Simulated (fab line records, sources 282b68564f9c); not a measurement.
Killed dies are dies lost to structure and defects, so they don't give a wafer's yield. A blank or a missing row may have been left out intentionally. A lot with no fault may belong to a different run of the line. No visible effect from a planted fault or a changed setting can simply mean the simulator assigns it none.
fab line records / flow ritCmos
[record] lots = 7 wafers = 21 lastDay = 7
route steps=202 shown NWELL@30 PWELL@39 M1@202
lots that met no fault: from a run of the same line without faults
startH: hours from the record's opening day to when the first of the lot's shown wafers began / waitH: hours elapsed since this lot's preceding step / " repeats the value in the row above / L1.1+2: a row that stands for several wafers / - no value, or no start given / * or withheld: withheld / < > ~ a bound
route shown NAME@n: NAME is a module with steps in the file, n the number in the route of the first one / usual: mean/standard deviation of fault-free wafers / same: alike in all rows / chamber/n: place in a boat / sites: readings site by site / _std_site: the values' standard deviation / _edge_site: the outer-site mean with the inner-site mean subtracted / radiusMm: for every site, how far away it sits from the centre of the wafer / mask NAME#n: copy n / behind: the tool/chamber that last shaped the wafer / hold: why the lot went on hold/how many hours it stayed there/how the hold came to an end / device: names the non-switching transistor (n, p or np) / end of line: tests run on the same wafers once the route is complete / a step with no rows: only its recipe / killed: dies lost to structure and defects at the first sort, not the wafer's yield / map: dies across one wafer; x = killed, . = not, _ = none there
set.NAME: setting as actually run; set.NAME@STEP: the setting as run at that earlier step / model.NAME: the simulator's own value behind a step, which no gauge read
certain route steps with their lots: each step a table, each wafer a row
services: when a tool's chamber went out of use (startH, in hours from the record's first day, below 0 if earlier), for how many hours, and the reason
[[steps]]
[step RIT_NWELL_SOFTBAKE_02]
[recipe] resist = NOVOLAK tempC = 90 timeS = 60
[step RIT_NWELL_EXPOSE_03]
[recipe] maskId = M2 na = 0.57 targetCdNm = 43900 doseMj = 250
[step RIT_NWELL_PEB_04]
[recipe] resist = NOVOLAK tempC = withheld timeS = withheld
[step RIT_NWELL_DEVELOP_05]
[recipe] resist = NOVOLAK developTimeS = 68 devTempC = 23
[step RIT_NWELL_OVL_MEAS_06]
[usual] NWELL_OVL = 0.0/1.4
lot.wafer=L386.1 tool=overlay-02 chamber=- startH=41.94 waitH=- NWELL_OVL[nm]=-0.3
lot.wafer=L386.3 tool=overlay-02 chamber=- startH=41.94 waitH=- NWELL_OVL[nm]=-0.7
lot.wafer=L386.6 tool=overlay-02 chamber=- startH=41.94 waitH=- NWELL_OVL[nm]=-0.1
lot.wafer=L387.3 tool=overlay-02 chamber=- startH=45.59 waitH=- NWELL_OVL[nm]=-2.6
lot.wafer=L387.4 tool=overlay-02 chamber=- startH=45.59 waitH=- NWELL_OVL[nm]=-0.8
lot.wafer=L387.5 tool=overlay-02 chamber=- startH=45.59 waitH=- NWELL_OVL[nm]=-0.9
lot.wafer=L391.1 tool=overlay-02 chamber=- startH=66.41 waitH=- NWELL_OVL[nm]=-1.3
lot.wafer=L391.2 tool=overlay-02 chamber=- startH=66.41 waitH=- NWELL_OVL[nm]=-2.6
lot.wafer=L391.3 tool=overlay-02 chamber=- startH=66.41 waitH=- NWELL_OVL[nm]=-2.1
lot.wafer=L392.1 tool=overlay-01 chamber=- startH=70.25 waitH=- NWELL_OVL[nm]=0.0
lot.wafer=L392.4 tool=overlay-01 chamber=- startH=70.25 waitH=- NWELL_OVL[nm]=1.4
lot.wafer=L392.6 tool=overlay-01 chamber=- startH=70.25 waitH=- NWELL_OVL[nm]=-0.9
lot.wafer=L393.1 tool=overlay-01 chamber=- startH=75.17 waitH=- NWELL_OVL[nm]=1.0
lot.wafer=L393.2 tool=overlay-01 chamber=- startH=75.17 waitH=- NWELL_OVL[nm]=-0.6
lot.wafer=L393.4 tool=overlay-01 chamber=- startH=75.17 waitH=- NWELL_OVL[nm]=1.4
lot.wafer=L397.2 tool=overlay-01 chamber=- startH=95.42 waitH=- NWELL_OVL[nm]=-2.1
lot.wafer=L397.4 tool=overlay-01 chamber=- startH=95.42 waitH=- NWELL_OVL[nm]=-1.0
lot.wafer=L397.5 tool=overlay-01 chamber=- startH=95.42 waitH=- NWELL_OVL[nm]=-1.5
lot.wafer=L405.1 tool=overlay-02 chamber=- startH=135.64 waitH=- NWELL_OVL[nm]=0.0
lot.wafer=L405.3 tool=overlay-02 chamber=- startH=135.64 waitH=- NWELL_OVL[nm]=-0.5
lot.wafer=L405.6 tool=overlay-02 chamber=- startH=135.64 waitH=- NWELL_OVL[nm]=0.5
[step RIT_NWELL_HARDBAKE_07]
[recipe] resist = NOVOLAK tempC = 140 timeS = 120
[step RIT_NWELL_IMPLANT_08]
[recipe] species = P energyKev = 171.5 doseCm2 = 5e+13 tiltDeg = 7
[step RIT_NWELL_STRIP_09]
[recipe] chemistry = O2 timeS = 180 resist = NOVOLAK platenTempC = withheld powerW = 500 pressureMtorr = 4000 o2FlowSccm = 4000
[usual] drypumpMotorCurrentA = 5.3/0.43
lot.wafer=L386.1 tool=plasmaAsher-02 chamber=0 startH=42.38 waitH=0.1 drypumpMotorCurrentA=5.4 rfHoursCounterH=24
lot.wafer=L386.3 tool=plasmaAsher-02 chamber=0 startH=42.38 waitH=0.1 drypumpMotorCurrentA=5.4 rfHoursCounterH=-
lot.wafer=L386.6 tool=plasmaAsher-02 chamber=0 startH=42.38 waitH=0.1 drypumpMotorCurrentA=5.4 rfHoursCounterH=-
lot.wafer=L387.3 tool=plasmaAsher-02 chamber=1 startH=46.07 waitH=0.1 drypumpMotorCurrentA=4.8 rfHoursCounterH=-
lot.wafer=L387.4 tool=plasmaAsher-02 chamber=0 startH=46.07 waitH=0.1 drypumpMotorCurrentA=5.4 rfHoursCounterH=-
lot.wafer=L387.5 tool=plasmaAsher-02 chamber=1 startH=46.07 waitH=0.1 drypumpMotorCurrentA=4.8 rfHoursCounterH=-
lot.wafer=L391.1 tool=plasmaAsher-04 chamber=1 startH=66.84 waitH=0.1 drypumpMotorCurrentA=5.0 rfHoursCounterH=42
lot.wafer=L391.2 tool=plasmaAsher-04 chamber=0 startH=66.84 waitH=0.1 drypumpMotorCurrentA=5.4 rfHoursCounterH=42
lot.wafer=L391.3 tool=plasmaAsher-04 chamber=1 startH=66.84 waitH=0.1 drypumpMotorCurrentA=5.0 rfHoursCounterH=-
lot.wafer=L392.1 tool=plasmaAsher-01 chamber=1 startH=70.69 waitH=0.1 drypumpMotorCurrentA=5.2 rfHoursCounterH=44
lot.wafer=L392.4 tool=plasmaAsher-01 chamber=0 startH=70.69 waitH=0.1 drypumpMotorCurrentA=6.3 rfHoursCounterH=-
lot.wafer=L392.6 tool=plasmaAsher-01 chamber=1 startH=70.69 waitH=0.1 drypumpMotorCurrentA=5.2 rfHoursCounterH=-
lot.wafer=L393.1 tool=plasmaAsher-02 chamber=1 startH=75.60 waitH=0.1 drypumpMotorCurrentA=4.8 rfHoursCounterH=28
lot.wafer=L393.2 tool=plasmaAsher-02 chamber=0 startH=75.60 waitH=0.1 drypumpMotorCurrentA=5.4 rfHoursCounterH=28
lot.wafer=L393.4 tool=plasmaAsher-02 chamber=1 startH=75.60 waitH=0.1 drypumpMotorCurrentA=4.8 rfHoursCounterH=-
lot.wafer=L397.2 tool=plasmaAsher-01 chamber=0 startH=95.99 waitH=0.1 drypumpMotorCurrentA=6.3 rfHoursCounterH=47
lot.wafer=L397.4 tool=plasmaAsher-01 chamber=1 startH=95.99 waitH=0.1 drypumpMotorCurrentA=5.2 rfHoursCounterH=-
lot.wafer=L397.5 tool=plasmaAsher-01 chamber=0 startH=95.99 waitH=0.1 drypumpMotorCurrentA=6.3 rfHoursCounterH=-
lot.wafer=L405.1 tool=plasmaAsher-02 chamber=0 startH=136.07 waitH=0.1 drypumpMotorCurrentA=5.4 rfHoursCounterH=34
lot.wafer=L405.3 tool=plasmaAsher-02 chamber=1 startH=136.07 waitH=0.1 drypumpMotorCurrentA=4.8 rfHoursCounterH=-
lot.wafer=L405.6 tool=plasmaAsher-02 chamber=1 startH=136.07 waitH=0.1 drypumpMotorCurrentA=4.8 rfHoursCounterH=-
[step RIT_NWELL_TW_MEAS_10]
[usual] NWELL_TW = 2150/15
lot.wafer=L386.1 tool=filmMetro-03 chamber=- startH=42.55 waitH=0.1 NWELL_TW=2134
lot.wafer=L386.3 tool=filmMetro-03 chamber=- startH=42.55 waitH=0.1 NWELL_TW=2138
lot.wafer=L386.6 tool=filmMetro-03 chamber=- startH=42.55 waitH=0.1 NWELL_TW=2136
lot.wafer=L387.3 tool=filmMetro-01 chamber=- startH=46.21 waitH=0.1 NWELL_TW=2194
lot.wafer=L387.4 tool=filmMetro-01 chamber=- startH=46.21 waitH=0.1 NWELL_TW=2175
lot.wafer=L387.5 tool=filmMetro-01 chamber=- startH=46.21 waitH=0.1 NWELL_TW=2179
lot.wafer=L391.1 tool=filmMetro-01 chamber=- startH=67.02 waitH=0.1 NWELL_TW=2158
lot.wafer=L391.2 tool=filmMetro-01 chamber=- startH=67.02 waitH=0.1 NWELL_TW=2161
lot.wafer=L391.3 tool=filmMetro-01 chamber=- startH=67.02 waitH=0.1 NWELL_TW=2168
lot.wafer=L392.1 tool=filmMetro-01 chamber=- startH=70.86 waitH=0.1 NWELL_TW=2168
lot.wafer=L392.4 tool=filmMetro-01 chamber=- startH=70.86 waitH=0.1 NWELL_TW=2166
lot.wafer=L392.6 tool=filmMetro-01 chamber=- startH=70.86 waitH=0.1 NWELL_TW=2170
lot.wafer=L393.1 tool=filmMetro-03 chamber=- startH=75.78 waitH=0.1 NWELL_TW=2138
lot.wafer=L393.2 tool=filmMetro-03 chamber=- startH=75.78 waitH=0.1 NWELL_TW=2144
lot.wafer=L393.4 tool=filmMetro-03 chamber=- startH=75.78 waitH=0.1 NWELL_TW=2132
lot.wafer=L397.2 tool=filmMetro-03 chamber=- startH=96.17 waitH=0.1 NWELL_TW=2144
lot.wafer=L397.4 tool=filmMetro-03 chamber=- startH=96.17 waitH=0.1 NWELL_TW=2146
lot.wafer=L397.5 tool=filmMetro-03 chamber=- startH=96.17 waitH=0.1 NWELL_TW=2140
lot.wafer=L405.1 tool=filmMetro-04 chamber=- startH=136.25 waitH=0.1 NWELL_TW=2162
lot.wafer=L405.3 tool=filmMetro-04 chamber=- startH=136.25 waitH=0.1 NWELL_TW=2147
lot.wafer=L405.6 tool=filmMetro-04 chamber=- startH=136.25 waitH=0.1 NWELL_TW=2147
[step RIT_PWELL_HMDS_00]
[recipe] primeTimeS = 60 primeTempC = 140
[step RIT_PWELL_COAT_01]
[recipe] resist = NOVOLAK spinRpm = 2000 resistThkNm = 1300
[step RIT_PWELL_SOFTBAKE_02]
[recipe] resist = NOVOLAK tempC = 90 timeS = 60
[step RIT_PWELL_EXPOSE_03]
[recipe] maskId = M3 na = 0.57 targetCdNm = 43700 doseMj = 250
lot.wafer=L386.1+3+6 tool=ilineStepper-02 chamber=0 startH=43.19 waitH=0.2 mask=M3#0 model.PWELL.overlayXNm=0.0536
lot.wafer=L387.3+4+5 tool=ilineStepper-01 chamber=0 startH=46.86 waitH=0.2 mask=M3#0 model.PWELL.overlayXNm=0.1897
lot.wafer=L391.1+2+3 tool=ilineStepper-02 chamber=0 startH=67.65 waitH=0.2 mask=M3#0 model.PWELL.overlayXNm=239.2
lot.wafer=L392.1+4+6 tool=ilineStepper-02 chamber=0 startH=71.37 waitH=0.1 mask=M3#0 model.PWELL.overlayXNm=240.4
lot.wafer=L393.1+2+4 tool=ilineStepper-02 chamber=0 startH=76.30 waitH=0.1 mask=M3#0 model.PWELL.overlayXNm=239.7
lot.wafer=L397.2+4+5 tool=ilineStepper-01 chamber=0 startH=96.85 waitH=0.2 mask=M3#0 model.PWELL.overlayXNm=-0.6139
lot.wafer=L405.1+3+6 tool=ilineStepper-01 chamber=0 startH=136.88 waitH=0.2 mask=M3#0 model.PWELL.overlayXNm=-0.4861
[step RIT_PWELL_PEB_04]
[recipe] resist = NOVOLAK tempC = withheld timeS = withheld
[step RIT_PWELL_DEVELOP_05]
[recipe] resist = NOVOLAK developTimeS = 68 devTempC = 23
[step RIT_PWELL_OVL_MEAS_06]
[usual] PWELL_OVL = 0.5/1.5
lot.wafer=L386.1 tool=overlay-01 chamber=- startH=43.62 waitH=- PWELL_OVL[nm]=0.1
lot.wafer=L386.3 tool=overlay-01 chamber=- startH=43.62 waitH=- PWELL_OVL[nm]=0.6
lot.wafer=L386.6 tool=overlay-01 chamber=- startH=43.62 waitH=- PWELL_OVL[nm]=-0.5
lot.wafer=L387.3 tool=overlay-01 chamber=- startH=47.27 waitH=- PWELL_OVL[nm]=0.9
lot.wafer=L387.4 tool=overlay-01 chamber=- startH=47.27 waitH=- PWELL_OVL[nm]=1.7
lot.wafer=L387.5 tool=overlay-01 chamber=- startH=47.27 waitH=- PWELL_OVL[nm]=2.4
lot.wafer=L391.1 tool=overlay-02 chamber=- startH=68.08 waitH=- PWELL_OVL[nm]=239.8
lot.wafer=L391.2 tool=overlay-02 chamber=- startH=68.08 waitH=- PWELL_OVL[nm]=237.2
lot.wafer=L391.3 tool=overlay-02 chamber=- startH=68.08 waitH=- PWELL_OVL[nm]=237.0
lot.wafer=L392.1 tool=overlay-01 chamber=- startH=71.80 waitH=- PWELL_OVL[nm]=241.0
lot.wafer=L392.4 tool=overlay-01 chamber=- startH=71.80 waitH=- PWELL_OVL[nm]=240.7
lot.wafer=L392.6 tool=overlay-01 chamber=- startH=71.80 waitH=- PWELL_OVL[nm]=239.9
lot.wafer=L393.1 tool=overlay-01 chamber=- startH=76.73 waitH=- PWELL_OVL[nm]=240.4
lot.wafer=L393.2 tool=overlay-01 chamber=- startH=76.73 waitH=- PWELL_OVL[nm]=240.9
lot.wafer=L393.4 tool=overlay-01 chamber=- startH=76.73 waitH=- PWELL_OVL[nm]=240.7
lot.wafer=L397.2 tool=overlay-02 chamber=- startH=97.27 waitH=- PWELL_OVL[nm]=0.3
lot.wafer=L397.4 tool=overlay-02 chamber=- startH=97.27 waitH=- PWELL_OVL[nm]=0.3
lot.wafer=L397.5 tool=overlay-02 chamber=- startH=97.27 waitH=- PWELL_OVL[nm]=-0.5
lot.wafer=L405.1 tool=overlay-02 chamber=- startH=137.31 waitH=- PWELL_OVL[nm]=0.4
lot.wafer=L405.3 tool=overlay-02 chamber=- startH=137.31 waitH=- PWELL_OVL[nm]=0.1
lot.wafer=L405.6 tool=overlay-02 chamber=- startH=137.31 waitH=- PWELL_OVL[nm]=1.8
[step RIT_PWELL_HARDBAKE_07]
[recipe] resist = NOVOLAK tempC = 140 timeS = 120
[step RIT_M1_PROBE_99]
[usual] killedAtContacts = 0.1/0.35 killedAtFrontEnd = 6.6/2.7 killedDies = 6.7/2.8 killedOpen = 3.4/2.1 killedShort = 3.3/1.8
[same] grossDies = 264 killed_at_M0_to_M3 = 0 killed_at_M4_up = 0 killedAtBackSide = 0 killedAtOther = 0
lot.wafer=L386.1 tool=prober-02 chamber=- startH=78.45 waitH=0.1 killedAtContacts=1 killedAtFrontEnd=8 killedDies=9 killedOpen=4 killedShort=5 model.etest.wellEdgeLeft.lineOhmUm=182.1 model.etest.wellEdgeRight.lineOhmUm=180.2 model.etest.isoNwellNwell.bvV=21.72
lot.wafer=L386.3 tool=prober-02 chamber=- startH=78.55 waitH=0.2 killedAtContacts=0 killedAtFrontEnd=13 killedDies=13 killedOpen=8 killedShort=5 model.etest.wellEdgeLeft.lineOhmUm=182.1 model.etest.wellEdgeRight.lineOhmUm=182.7 model.etest.isoNwellNwell.bvV=22.29
lot.wafer=L386.6 tool=prober-02 chamber=- startH=78.70 waitH=0.2 killedAtContacts=0 killedAtFrontEnd=5 killedDies=5 killedOpen=2 killedShort=3 model.etest.wellEdgeLeft.lineOhmUm=182.7 model.etest.wellEdgeRight.lineOhmUm=181 model.etest.isoNwellNwell.bvV=22.11
lot.wafer=L387.3 tool=prober-01 chamber=- startH=82.68 waitH=0.2 killedAtContacts=0 killedAtFrontEnd=11 killedDies=11 killedOpen=5 killedShort=6 model.etest.wellEdgeLeft.lineOhmUm=179.7 model.etest.wellEdgeRight.lineOhmUm=180.1 model.etest.isoNwellNwell.bvV=21.61
lot.wafer=L387.4 tool=prober-01 chamber=- startH=82.73 waitH=0.2 killedAtContacts=0 killedAtFrontEnd=7 killedDies=7 killedOpen=2 killedShort=5 model.etest.wellEdgeLeft.lineOhmUm=183.3 model.etest.wellEdgeRight.lineOhmUm=181.6 model.etest.isoNwellNwell.bvV=21.95
lot.wafer=L387.5 tool=prober-01 chamber=- startH=82.78 waitH=0.2 killedAtContacts=0 killedAtFrontEnd=4 killedDies=4 killedOpen=3 killedShort=1 model.etest.wellEdgeLeft.lineOhmUm=181.7 model.etest.wellEdgeRight.lineOhmUm=181.3 model.etest.isoNwellNwell.bvV=21.23
lot.wafer=L391.1 tool=prober-01 chamber=- startH=103.67 waitH=0.1 killedAtContacts=0 killedAtFrontEnd=7 killedDies=7 killedOpen=3 killedShort=4 model.etest.wellEdgeLeft.lineOhmUm=203.4 model.etest.wellEdgeRight.lineOhmUm=167.2 model.etest.isoNwellNwell.bvV=20.67
lot.wafer=L391.2 tool=prober-01 chamber=- startH=103.72 waitH=0.1 killedAtContacts=0 killedAtFrontEnd=8 killedDies=8 killedOpen=5 killedShort=3 model.etest.wellEdgeLeft.lineOhmUm=206.1 model.etest.wellEdgeRight.lineOhmUm=170.9 model.etest.isoNwellNwell.bvV=20.84
lot.wafer=L391.3 tool=prober-01 chamber=- startH=103.77 waitH=0.2 killedAtContacts=0 killedAtFrontEnd=9 killedDies=9 killedOpen=8 killedShort=1 model.etest.wellEdgeLeft.lineOhmUm=201.3 model.etest.wellEdgeRight.lineOhmUm=169.1 model.etest.isoNwellNwell.bvV=20.61
lot.wafer=L392.1 tool=prober-02 chamber=- startH=106.41 waitH=0.1 killedAtContacts=0 killedAtFrontEnd=3 killedDies=3 killedOpen=0 killedShort=3 model.etest.wellEdgeLeft.lineOhmUm=203 model.etest.wellEdgeRight.lineOhmUm=166.7 model.etest.isoNwellNwell.bvV=20.73
lot.wafer=L392.4 tool=prober-02 chamber=- startH=106.56 waitH=0.2 killedAtContacts=0 killedAtFrontEnd=8 killedDies=8 killedOpen=2 killedShort=6 model.etest.wellEdgeLeft.lineOhmUm=204.2 model.etest.wellEdgeRight.lineOhmUm=168.3 model.etest.isoNwellNwell.bvV=20.73
lot.wafer=L392.6 tool=prober-02 chamber=- startH=106.66 waitH=0.2 killedAtContacts=0 killedAtFrontEnd=7 killedDies=7 killedOpen=2 killedShort=5 model.etest.wellEdgeLeft.lineOhmUm=203 model.etest.wellEdgeRight.lineOhmUm=166.8 model.etest.isoNwellNwell.bvV=20.57
lot.wafer=L397.2 tool=prober-01 chamber=- startH=132.25 waitH=0.1 killedAtContacts=0 killedAtFrontEnd=7 killedDies=7 killedOpen=3 killedShort=4 model.etest.wellEdgeLeft.lineOhmUm=182.8 model.etest.wellEdgeRight.lineOhmUm=183 model.etest.isoNwellNwell.bvV=21.85
lot.wafer=L397.4 tool=prober-01 chamber=- startH=132.35 waitH=0.2 killedAtContacts=0 killedAtFrontEnd=6 killedDies=6 killedOpen=3 killedShort=3 model.etest.wellEdgeLeft.lineOhmUm=178.5 model.etest.wellEdgeRight.lineOhmUm=179.1 model.etest.isoNwellNwell.bvV=21.27
lot.wafer=L397.5 tool=prober-01 chamber=- startH=132.40 waitH=0.2 killedAtContacts=0 killedAtFrontEnd=6 killedDies=6 killedOpen=5 killedShort=1 model.etest.wellEdgeLeft.lineOhmUm=181 model.etest.wellEdgeRight.lineOhmUm=181.9 model.etest.isoNwellNwell.bvV=21.95
lot.wafer=L405.1 tool=prober-01 chamber=- startH=172.71 waitH=0.1 killedAtContacts=0 killedAtFrontEnd=9 killedDies=9 killedOpen=6 killedShort=3 model.etest.wellEdgeLeft.lineOhmUm=184.1 model.etest.wellEdgeRight.lineOhmUm=182.7 model.etest.isoNwellNwell.bvV=21.2
lot.wafer=L405.3 tool=prober-01 chamber=- startH=172.81 waitH=0.2 killedAtContacts=0 killedAtFrontEnd=5 killedDies=5 killedOpen=2 killedShort=3 model.etest.wellEdgeLeft.lineOhmUm=183.2 model.etest.wellEdgeRight.lineOhmUm=183.1 model.etest.isoNwellNwell.bvV=22.26
lot.wafer=L405.6 tool=prober-01 chamber=- startH=172.96 waitH=0.2 killedAtContacts=0 killedAtFrontEnd=7 killedDies=7 killedOpen=3 killedShort=4 model.etest.wellEdgeLeft.lineOhmUm=182.4 model.etest.wellEdgeRight.lineOhmUm=185.2 model.etest.isoNwellNwell.bvV=22.09
// killed by level:class
L386.1 GATE:geometricParticle:open=2 REOX:geometricParticle:open=2 FOX2:geometricParticle:short=1 GATE:geometricParticle:short=1 REOX:geometricParticle:short=1 SPACER:geometricParticle:short=1 CONTACT:geometricParticle:short=1
L386.3 GATE:geometricParticle:open=5 GATE:geometricParticle:short=3 SILICIDE:geometricParticle:open=2 FOX1:geometricParticle:open=1 FOX2:geometricParticle:short=1 SILICIDE:geometricParticle:short=1
L386.6 GATE:geometricParticle:short=3 GATE:geometricParticle:open=1 SILICIDE:geometricParticle:open=1
L387.3 FOX1:geometricParticle:short=4 FOX1:geometricParticle:open=2 FOX2:geometricParticle:short=1 GATE:geometricParticle:open=1 REOX:geometricParticle:open=1 SPACER:geometricParticle:short=1 SILICIDE:geometricParticle:open=1
L387.4 FOX1:geometricParticle:short=3 GATE:geometricParticle:short=2 FOX1:geometricParticle:open=1 GATE:geometricParticle:open=1
L387.5 GATE:geometricParticle:open=2 FOX1:geometricParticle:open=1 GATE:geometricParticle:short=1
L391.1 GATE:geometricParticle:short=2 FOX1:geometricParticle:open=1 FOX1:geometricParticle:short=1 FOX2:geometricParticle:open=1 SPACER:geometricParticle:short=1 SPACER:geometricParticle:open=1
L391.2 SPACER:geometricParticle:short=3 FOX1:geometricParticle:open=2 GATE:geometricParticle:open=1 REOX:geometricParticle:open=1 SILICIDE:geometricParticle:open=1
L391.3 FOX1:geometricParticle:open=3 GATE:geometricParticle:open=3 FOX2:geometricParticle:open=1 GATE:geometricParticle:short=1 SILICIDE:geometricParticle:open=1
L392.1 ACTIVE:geometricParticle:short=1 GATE:geometricParticle:short=1 SPACER:geometricParticle:short=1
L392.4 SPACER:geometricParticle:short=3 FOX1:geometricParticle:open=1 FOX2:geometricParticle:short=1 GATE:geometricParticle:open=1 GATE:geometricParticle:short=1 REOX:geometricParticle:short=1
L392.6 GATE:geometricParticle:short=3 FOX2:geometricParticle:short=1 FOX2:geometricParticle:open=1 REOX:geometricParticle:short=1 REOX:geometricParticle:open=1
L397.2 FOX1:geometricParticle:open=1 FOX1:geometricParticle:short=1 GATE:geometricParticle:short=1 REOX:geometricParticle:open=1 REOX:geometricParticle:short=1 SPACER:geometricParticle:short=1 SPACER:geometricParticle:open=1
L397.4 REOX:geometricParticle:open=2 FOX1:geometricParticle:open=1 FOX1:geometricParticle:short=1 GATE:geometricParticle:short=1 REOX:geometricParticle:short=1
L397.5 FOX2:geometricParticle:open=3 FOX1:geometricParticle:open=2 SILICIDE:geometricParticle:short=1
L405.1 REOX:geometricParticle:open=3 FOX1:geometricParticle:open=1 FOX1:geometricParticle:short=1 GATE:geometricParticle:open=1 GATE:geometricParticle:short=1 SPACER:geometricParticle:open=1 SILICIDE:geometricParticle:short=1
L405.3 GATE:geometricParticle:open=2 REOX:geometricParticle:short=2 GATE:geometricParticle:short=1
L405.6 GATE:geometricParticle:short=3 ACTIVE:geometricParticle:open=1 SPACER:geometricParticle:open=1 SPACER:geometricParticle:short=1 SILICIDE:geometricParticle:open=1
[[services]]
tool=ilineStepper-02 chamber=- startH=23.72 hours=1.7 kind=pm
tool=plasmaAsher-02 chamber=- startH=29.96 hours=0.8 kind=repair
tool=ilineStepper-01 chamber=- startH=75.45 hours=5.2 kind=repair
tool=ilineStepper-02 chamber=0 startH=76.45 hours=- kind=calibration
tool=plasmaAsher-01 chamber=- startH=102.22 hours=7.6 kind=repair
[[key]]
[firstSign] step = RIT_PWELL_OVL_MEAS_06 reading = PWELL_OVL direction = up sigmas = 99+ usual = 0.5 struck = 239.7
effect none on later readings
[modelEffect] step = RIT_PWELL_EXPOSE_03 value = PWELL.overlayXNm without = -0.2356 struck = 239.8
[modelEffect] step = RIT_M1_PROBE_99 value = etest.wellEdgeLeft.lineOhmUm without = 182.5 struck = 203.5
metAt RIT_PWELL_EXPOSE_03
struckWafers L391.1,L391.2,L391.3,L392.1,L392.4,L392.6,L393.1,L393.2,L393.4
rowsEnd L393.1,L393.2,L393.4
testerLeftOut L391,L392
onsetBetween 43.19 67.65
[fault] kind = scannerMatchingOverlay tool = ilineStepper-02 chamber = - onsetH = 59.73 steps = RIT_PWELL_EXPOSE_03 offset = 240
// testerLeftOut: of these lots the tester's yield and bins aren't shown, on N5 and GAA mostly nor the transistor test; their killed dies are dies lost to structure and defects alone, not to doping, threshold or leakage, so they don't give the yield
// rowsEnd: these wafers met a further fault down the route, and their rows from its step on are left out
